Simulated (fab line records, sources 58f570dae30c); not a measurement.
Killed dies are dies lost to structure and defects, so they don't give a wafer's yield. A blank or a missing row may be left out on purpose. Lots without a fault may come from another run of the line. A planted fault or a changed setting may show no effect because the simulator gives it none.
Split-lot experiment | flow berkeley_cmos170 | 5 lots, 23 wafers read, on a route of 331 steps

THE SPLIT
At UCB170_M2_PEB_13, the setting peb_temp_c was moved away from the recipe's 130 C on 7 of the 23 wafers read, by -1.5% to +1.5%. The other wafers ran this setting at the recipe's value.

FROM THE SPLIT TO THE READING: what the file shows between them, 5 steps
- UCB170_M2_DEVELOP_14: develop time 45 s (also split here: develop_time_s)
- UCB170_M2_CD_MEAS_15: target cd 700 nm
- UCB170_M2_ETCH_17: etches BARC in N2/H2
- UCB170_M2_METAL_ETCH_18: etches Al in Cl2/BCl3, stops on SiO2, target depth 1170 nm, time 195 s
- UCB170_M2_STRIP_19: strips in O2

THE READING
cd_nm, in nm, at UCB170_M2_CD_MEAS_90 (target cd 700 nm). Fault-free wafers of this fab line usually give 699.3 nm, standard deviation 2.2 nm.

wafer  | tool, chamber at the split | peb_temp_c as run, C | against the recipe | cd_nm, nm | against lot-mates on the recipe
L077.1 | litho_track-02, 0          | 130                  | recipe             | 698.7     | -
L077.2 | litho_track-02, 0          | 128                  | -1.5%              | 715.5     | +14.7
L077.3 | litho_track-02, 0          | 128                  | -1.5%              | 712.7     | +11.9
L077.4 | litho_track-02, 0          | 130                  | recipe             | 702.9     | -
L077.5 | litho_track-02, 0          | 128                  | -1.5%              | 712.4     | +11.6
L078.1 | litho_track-01, 0          | 130                  | recipe             | 697.9     | -
L078.2 | litho_track-01, 0          | 128.6                | -1.1%              | 710.4     | +11.2
L078.3 | litho_track-01, 0          | 128.6                | -1.1%              | 709.0     | +9.8
L078.5 | litho_track-01, 0          | 130                  | recipe             | 698.0     | -
L078.6 | litho_track-01, 0          | 130                  | recipe             | 701.8     | -
L083.1 | litho_track-03, 0          | 130                  | recipe             | 698.6     | -
L083.2 | litho_track-03, 0          | 130                  | recipe             | 701.5     | -
L083.4 | litho_track-03, 0          | 130                  | recipe             | 698.8     | -
L083.5 | litho_track-03, 0          | 130                  | recipe             | 699.0     | -
L083.6 | litho_track-03, 0          | 130                  | recipe             | 702.4     | -
L084.1 | litho_track-01, 0          | 132                  | +1.5%              | 685.1     | -12.7
L084.3 | litho_track-01, 0          | 132                  | +1.5%              | 682.3     | -15.5
L084.4 | litho_track-01, 0          | 130                  | recipe             | 698.8     | -
L084.5 | litho_track-01, 0          | 130                  | recipe             | 696.0     | -
L084.6 | litho_track-01, 0          | 130                  | recipe             | 698.6     | -
L082.1 | litho_track-03, 0          | 130                  | recipe             | 696.0     | -
L082.2 | litho_track-03, 0          | 130                  | recipe             | 702.1     | -
L082.6 | litho_track-03, 0          | 130                  | recipe             | 700.7     | -

THE FIT
A straight line over all 23 wafers: cd_nm changes by -9.62 nm for each +1% of peb_temp_c; r = -0.97; the points scatter about the line by 2 nm.
The same after taking each lot's own level away (the mean of its wafers on the recipe; 23 wafers): -8.83 nm for each +1%; r = -0.97; scatter 1.8 nm.
On that fit, the largest move of peb_temp_c shifts the reading by 14 nm.
The lots' own levels span 697.80 to 700.80 nm, that is 1.4 times the standard deviation above.
So the lot-to-lot level changes the slope little: the two slopes agree.
Check: with one of the wafers moved furthest among these (-1.5%) left out of the fit, the line predicts +13.2 nm for it against its lot-mates. It came out at +14.7 nm against them.

OTHER SPLITS ON THESE WAFERS
These wafers also went through other splits before the reading. Each is held against what the fit with the lots' levels taken away leaves over:
other split on the same wafers      | wafers away from the commonest value | r with cd_nm (lot level and that fit taken away)
UCB170_M1_COAT_04 resist_thk_nm     | 9                                    | -0.06
UCB170_M1_METAL_ETCH_12 icp_w       | 8                                    | +0.13
UCB170_V1_COAT_07 spin_rpm          | 10                                   | -0.11
UCB170_M2_DEVELOP_14 develop_time_s | 9                                    | +0.31

THE WHOLE CHAIN: every reading that the file lists as answering this split, in the file's order
step                    | what it does                                                           | reading                                                   | change (the file's fit)              | r (the file's)
UCB170_M2_CD_MEAS_15    | target cd 700 nm                                                       | cd_nm                                                     | -8.58 nm for each +1% of the setting | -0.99
UCB170_M2_ETCH_17       | etches BARC in N2/H2                                                   | M2.cd_nm (the simulator's own value, which no gauge read) | -8.4 nm for each +1% of the setting  | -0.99
UCB170_M2_METAL_ETCH_18 | etches Al in Cl2/BCl3, stops on SiO2, target depth 1170 nm, time 195 s | M2.cd_nm (the simulator's own value, which no gauge read) | -8.85 nm for each +1% of the setting | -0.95
UCB170_M2_CD_MEAS_90    | target cd 700 nm                                                       | cd_nm                                                     | -8.9 nm for each +1% of the setting  | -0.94

THE FILE'S OWN FIT
cd_nm changes by -8.9 nm for each +1% of peb_temp_c, r = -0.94.
